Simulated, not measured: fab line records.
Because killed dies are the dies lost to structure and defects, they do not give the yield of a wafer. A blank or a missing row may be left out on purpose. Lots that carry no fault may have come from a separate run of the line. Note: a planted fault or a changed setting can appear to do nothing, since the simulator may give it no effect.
Which tool was responsible? / flow berkeley_cmos170 / Sampling: 13 lots, 39 wafers, 5 of 331 route steps

WHAT THE GAUGES SHOWED, per wafer
UCB170_PWELL_OVL_MEAS_13.
lot=L243; measured=day 3 11:52; on=overlay-01; PWELL_OVL (nm)=7 7 14
lot=L242; measured=day 3 12:08; on=overlay-02; PWELL_OVL (nm)=1 4 2
lot=L248; measured=day 4 12:11; on=overlay-01; PWELL_OVL (nm)=3 -1 -3
lot=L249; measured=day 4 20:16; on=overlay-01; PWELL_OVL (nm)=2 5 5
lot=L252; measured=day 5 06:36; on=overlay-01; PWELL_OVL (nm)=-7 -7 -4
lot=L251; measured=day 5 06:42; on=overlay-02; PWELL_OVL (nm)=0 -8 3
lot=L254; measured=day 6 01:18; on=overlay-01; PWELL_OVL (nm)=-4 -7 -7
lot=L255; measured=day 6 01:24; on=overlay-02; PWELL_OVL (nm)=5 -4 -3
lot=L257; measured=day 6 17:49; on=overlay-02; PWELL_OVL (nm)=-2 -12 -4
lot=L256; measured=day 6 18:02; on=overlay-01; PWELL_OVL (nm)=0 -3 -1
lot=L259; measured=day 7 09:08; on=overlay-01; PWELL_OVL (nm)=-7 -5 -6
lot=L262; measured=day 7 22:49; on=overlay-01; PWELL_OVL (nm)=2 1 -2
lot=L265; measured=day 8 04:49; on=overlay-02; PWELL_OVL (nm)=-9 -3 2

UCB170_FIELD_THK_MEAS_90.
lot=L243; measured=day 6 00:14; on=film_metro-01; FIELD_OXIDE_LEFT_1_THK (nm)=447 448 445
lot=L242; measured=day 6 00:14; on=film_metro-02; FIELD_OXIDE_LEFT_1_THK (nm)=438 435 423
lot=L248; measured=day 7 03:41; on=film_metro-02; FIELD_OXIDE_LEFT_1_THK (nm)=455 452 452
lot=L249; measured=day 7 11:35; on=film_metro-03; FIELD_OXIDE_LEFT_1_THK (nm)=431 430 431
lot=L252; measured=day 7 21:09; on=film_metro-03; FIELD_OXIDE_LEFT_1_THK (nm)=448 446 446
lot=L251; measured=day 7 21:07; on=film_metro-01; FIELD_OXIDE_LEFT_1_THK (nm)=445 452 449
lot=L254; measured=day 8 11:29; on=film_metro-01; FIELD_OXIDE_LEFT_1_THK (nm)=464 456 458
lot=L255; measured=day 8 11:29; on=film_metro-02; FIELD_OXIDE_LEFT_1_THK (nm)=425 432 433
lot=L257; measured=day 9 08:14; on=film_metro-02; FIELD_OXIDE_LEFT_1_THK (nm)=434 437 437
lot=L256; measured=day 9 08:13; on=film_metro-01; FIELD_OXIDE_LEFT_1_THK (nm)=440 440 436
lot=L259; measured=day 10 04:54; on=film_metro-03; FIELD_OXIDE_LEFT_1_THK (nm)=439 444 441
lot=L262; measured=day 10 09:40; on=film_metro-02; FIELD_OXIDE_LEFT_1_THK (nm)=452 450 454
lot=L265; measured=day 10 09:42; on=film_metro-02; FIELD_OXIDE_LEFT_1_THK (nm)=436 453 434

UCB170_V2_THK_MEAS_04.
lot=L243; measured=day 9 06:01; on=film_metro-02; V2_POLISHED_THK (nm)=998.3 1001.5 1001.7
lot=L242; measured=day 9 07:43; on=film_metro-04; V2_POLISHED_THK (nm)=999.4 999.2 999.9
lot=L248; measured=day 10 07:17; on=film_metro-03; V2_POLISHED_THK (nm)=1000.7 999.6 998.6
lot=L249; measured=day 10 19:15; on=film_metro-02; V2_POLISHED_THK (nm)=999.5 999.7 1001.8
lot=L252; measured=day 11 04:51; on=film_metro-03; V2_POLISHED_THK (nm)=998.6 1000.5 999.1
lot=L251; measured=day 11 05:22; on=film_metro-02; V2_POLISHED_THK (nm)=1000.7 1000.1 1000.2
lot=L254; measured=day 11 16:31; on=film_metro-03; V2_POLISHED_THK (nm)=999.9 1000.5 1003.0
lot=L255; measured=day 11 19:10; on=film_metro-03; V2_POLISHED_THK (nm)=999.1 1002.1 998.0
lot=L257; measured=day 12 11:33; on=film_metro-04; V2_POLISHED_THK (nm)=1000.2 999.8 999.2
lot=L256; measured=day 12 10:39; on=film_metro-04; V2_POLISHED_THK (nm)=998.3 1000.1 999.9
lot=L259; measured=day 13 05:40; on=film_metro-02; V2_POLISHED_THK (nm)=1000.6 997.0 999.4
lot=L262; measured=day 13 17:58; on=film_metro-02; V2_POLISHED_THK (nm)=998.9 1000.1 998.3
lot=L265; measured=day 13 16:53; on=film_metro-02; V2_POLISHED_THK (nm)=999.1 999.6 998.7

TOOL THAT RAN EACH LOT (tool first, then ch and the chambers of the sampled wafers, then the start)
lot=L243; UCB170_V1_ETCH_14=rie_diel-01 ch 0,2, day 9 01:40; UCB170_V1_STRIP_15=plasma_asher-03 ch 0,1, day 9 01:50
lot=L242; UCB170_V1_ETCH_14=rie_diel-01 ch 0,2,3, day 9 03:33; UCB170_V1_STRIP_15=plasma_asher-03 ch 0,1, day 9 03:44
lot=L248; UCB170_V1_ETCH_14=rie_diel-04 ch 0,1, day 10 02:21; UCB170_V1_STRIP_15=plasma_asher-02 ch 0,1, day 10 02:32
lot=L249; UCB170_V1_ETCH_14=rie_diel-03 ch 0,2, day 10 15:33; UCB170_V1_STRIP_15=plasma_asher-03 ch 0,1, day 10 15:43
lot=L252; UCB170_V1_ETCH_14=rie_diel-03 ch 1,3, day 11 00:43; UCB170_V1_STRIP_15=plasma_asher-03 ch 0,1, day 11 00:55
lot=L251; UCB170_V1_ETCH_14=rie_diel-04 ch 1,2,3, day 11 01:34; UCB170_V1_STRIP_15=plasma_asher-01 ch 0,1, day 11 01:44
lot=L254; UCB170_V1_ETCH_14=rie_diel-04 ch 0,1,3, day 11 08:58; UCB170_V1_STRIP_15=plasma_asher-03 ch 0,1, day 11 09:08
lot=L255; UCB170_V1_ETCH_14=rie_diel-01 ch 1,2, day 11 14:45; UCB170_V1_STRIP_15=plasma_asher-01 ch 0,1, day 11 14:56
lot=L257; UCB170_V1_ETCH_14=rie_diel-01 ch 0,1, day 12 07:53; UCB170_V1_STRIP_15=plasma_asher-01 ch 0,1, day 12 08:03
lot=L256; UCB170_V1_ETCH_14=rie_diel-04 ch 1,2,3, day 12 06:48; UCB170_V1_STRIP_15=plasma_asher-02 ch 1, day 12 06:58
lot=L259; UCB170_V1_ETCH_14=rie_diel-03 ch 2,3, day 12 23:53; UCB170_V1_STRIP_15=plasma_asher-03 ch 0,1, day 13 00:04
lot=L262; UCB170_V1_ETCH_14=rie_diel-03 ch 1,2,3, day 13 13:49; UCB170_V1_STRIP_15=plasma_asher-01 ch 0,1, day 13 14:02
lot=L265; UCB170_V1_ETCH_14=rie_diel-03 ch 2,3, day 13 12:40; UCB170_V1_STRIP_15=plasma_asher-03 ch 0,1, day 13 12:51
- UCB170_V1_ETCH_14: etches SiO2 in CHF3/CF4/Ar, stops on Al, target depth 1250 nm, time 291 s.
- UCB170_V1_STRIP_15: strips in O2.

WHAT THE TOOLS THEMSELVES READ (means of the sampled wafers that have a number; where no wafer has one, the mark that the record gives instead)
UCB170_V1_ETCH_14.
lot=L243; tool=rie_diel-01; drypump_motor_current_A (A)=6.1; oes_product_au (a.u.)=0.867; run_length_s (s)=319.8; throttle_valve_pct (%)=6.77
lot=L242; tool=rie_diel-01; drypump_motor_current_A (A)=6.0; oes_product_au (a.u.)=0.868; run_length_s (s)=319.5; throttle_valve_pct (%)=6.84
lot=L248; tool=rie_diel-04; drypump_motor_current_A (A)=5.9; oes_product_au (a.u.)=0.871; run_length_s (s)=319.6; throttle_valve_pct (%)=7.04
lot=L249; tool=rie_diel-03; drypump_motor_current_A (A)=5.5; oes_product_au (a.u.)=0.877; run_length_s (s)=319.7; throttle_valve_pct (%)=7.01
lot=L252; tool=rie_diel-03; drypump_motor_current_A (A)=6.0; oes_product_au (a.u.)=0.866; run_length_s (s)=319.5; throttle_valve_pct (%)=6.98
lot=L251; tool=rie_diel-04; drypump_motor_current_A (A)=6.1; oes_product_au (a.u.)=0.877; run_length_s (s)=319.3; throttle_valve_pct (%)=7.01
lot=L254; tool=rie_diel-04; drypump_motor_current_A (A)=5.8; oes_product_au (a.u.)=0.880; run_length_s (s)=319.4; throttle_valve_pct (%)=7.05
lot=L255; tool=rie_diel-01; drypump_motor_current_A (A)=5.5; oes_product_au (a.u.)=0.876; run_length_s (s)=319.6; throttle_valve_pct (%)=6.79
lot=L257; tool=rie_diel-01; drypump_motor_current_A (A)=5.8; oes_product_au (a.u.)=0.884; run_length_s (s)=319.8; throttle_valve_pct (%)=6.82
lot=L256; tool=rie_diel-04; drypump_motor_current_A (A)=6.0; oes_product_au (a.u.)=0.860; run_length_s (s)=333.8; throttle_valve_pct (%)=7.01
lot=L259; tool=rie_diel-03; drypump_motor_current_A (A)=5.8; oes_product_au (a.u.)=0.859; run_length_s (s)=319.1; throttle_valve_pct (%)=6.93
lot=L262; tool=rie_diel-03; drypump_motor_current_A (A)=6.0; oes_product_au (a.u.)=0.861; run_length_s (s)=319.2; throttle_valve_pct (%)=6.96
lot=L265; tool=rie_diel-03; drypump_motor_current_A (A)=6.1; oes_product_au (a.u.)=0.854; run_length_s (s)=319.6; throttle_valve_pct (%)=6.93

UCB170_V1_STRIP_15.
lot=L243; tool=plasma_asher-03; drypump_motor_current_A (A)=5.3; oes_product_au (a.u.)=0.726; strip_time_to_endpoint_s (s)=15.33
lot=L242; tool=plasma_asher-03; drypump_motor_current_A (A)=5.6; oes_product_au (a.u.)=0.720; strip_time_to_endpoint_s (s)=15.18
lot=L248; tool=plasma_asher-02; drypump_motor_current_A (A)=5.2; oes_product_au (a.u.)=0.722; strip_time_to_endpoint_s (s)=15.37
lot=L249; tool=plasma_asher-03; drypump_motor_current_A (A)=5.3; oes_product_au (a.u.)=0.718; strip_time_to_endpoint_s (s)=15.25
lot=L252; tool=plasma_asher-03; drypump_motor_current_A (A)=5.3; oes_product_au (a.u.)=0.720; strip_time_to_endpoint_s (s)=15.40
lot=L251; tool=plasma_asher-01; drypump_motor_current_A (A)=6.3; oes_product_au (a.u.)=0.722; strip_time_to_endpoint_s (s)=15.29
lot=L254; tool=plasma_asher-03; drypump_motor_current_A (A)=5.3; oes_product_au (a.u.)=0.725; strip_time_to_endpoint_s (s)=15.37
lot=L255; tool=plasma_asher-01; drypump_motor_current_A (A)=6.2; oes_product_au (a.u.)=0.724; strip_time_to_endpoint_s (s)=15.51
lot=L257; tool=plasma_asher-01; drypump_motor_current_A (A)=6.3; oes_product_au (a.u.)=0.722; strip_time_to_endpoint_s (s)=15.43
lot=L256; tool=plasma_asher-02; drypump_motor_current_A (A)=5.8; oes_product_au (a.u.)=0.719; strip_time_to_endpoint_s (s)=15.12
lot=L259; tool=plasma_asher-03; drypump_motor_current_A (A)=5.3; oes_product_au (a.u.)=0.719; strip_time_to_endpoint_s (s)=15.30
lot=L262; tool=plasma_asher-01; drypump_motor_current_A (A)=6.2; oes_product_au (a.u.)=0.722; strip_time_to_endpoint_s (s)=15.35
lot=L265; tool=plasma_asher-03; drypump_motor_current_A (A)=5.3; oes_product_au (a.u.)=0.723; strip_time_to_endpoint_s (s)=15.31

THE ANSWER, worked out from the rows above alone
Rule: the lots themselves supply what counts as usual. The widest of any qualifying gaps counts: lots, ordered by their means at a reading, are off when they make up no more than a third of the lots, leave a main group of 4 or more, and stand apart from it by 3 or more times the standard deviation of that group's means. A main group is skipped when, at the precision printed for the reading in the tables above, its means are all equal. A lot without any number at a reading at which 4 lots or more have one is off too. The other lots that the step has rows for count as sound. The gauges are gone through in route order, then the tools' own readings, and for those a lot's mean is taken as printed above. The first step at which some lot is off is used, and at that step the reading that is off furthest; a lot without a number counts as furthest.
Off at UCB170_V1_ETCH_14 (run_length_s): L256. For the main group the mean is 319.5 s and the standard deviation 0.21.
A tool fits if, at that step or a process step before it, it ran every lot that is off, and no sound lot after the first of them. One fits: rie_diel-04 at UCB170_V1_ETCH_14. Its last sound lot is L254 (day 11 08:58), its first lot that is off L256 (day 12 06:48): a fault that began between those two fits.
On the lots that are off, the tool's own readings at UCB170_V1_ETCH_14 differ by more than 5 times the standard deviation of the sound lots' means, which bears it out; run_length_s reads 333.8 s there versus 319.5 s on the sound lots.

WHAT HAD BEEN PUT IN BY THE SIMULATOR
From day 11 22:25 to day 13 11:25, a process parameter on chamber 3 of rie_diel-04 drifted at UCB170_V1_ETCH_14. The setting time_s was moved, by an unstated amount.
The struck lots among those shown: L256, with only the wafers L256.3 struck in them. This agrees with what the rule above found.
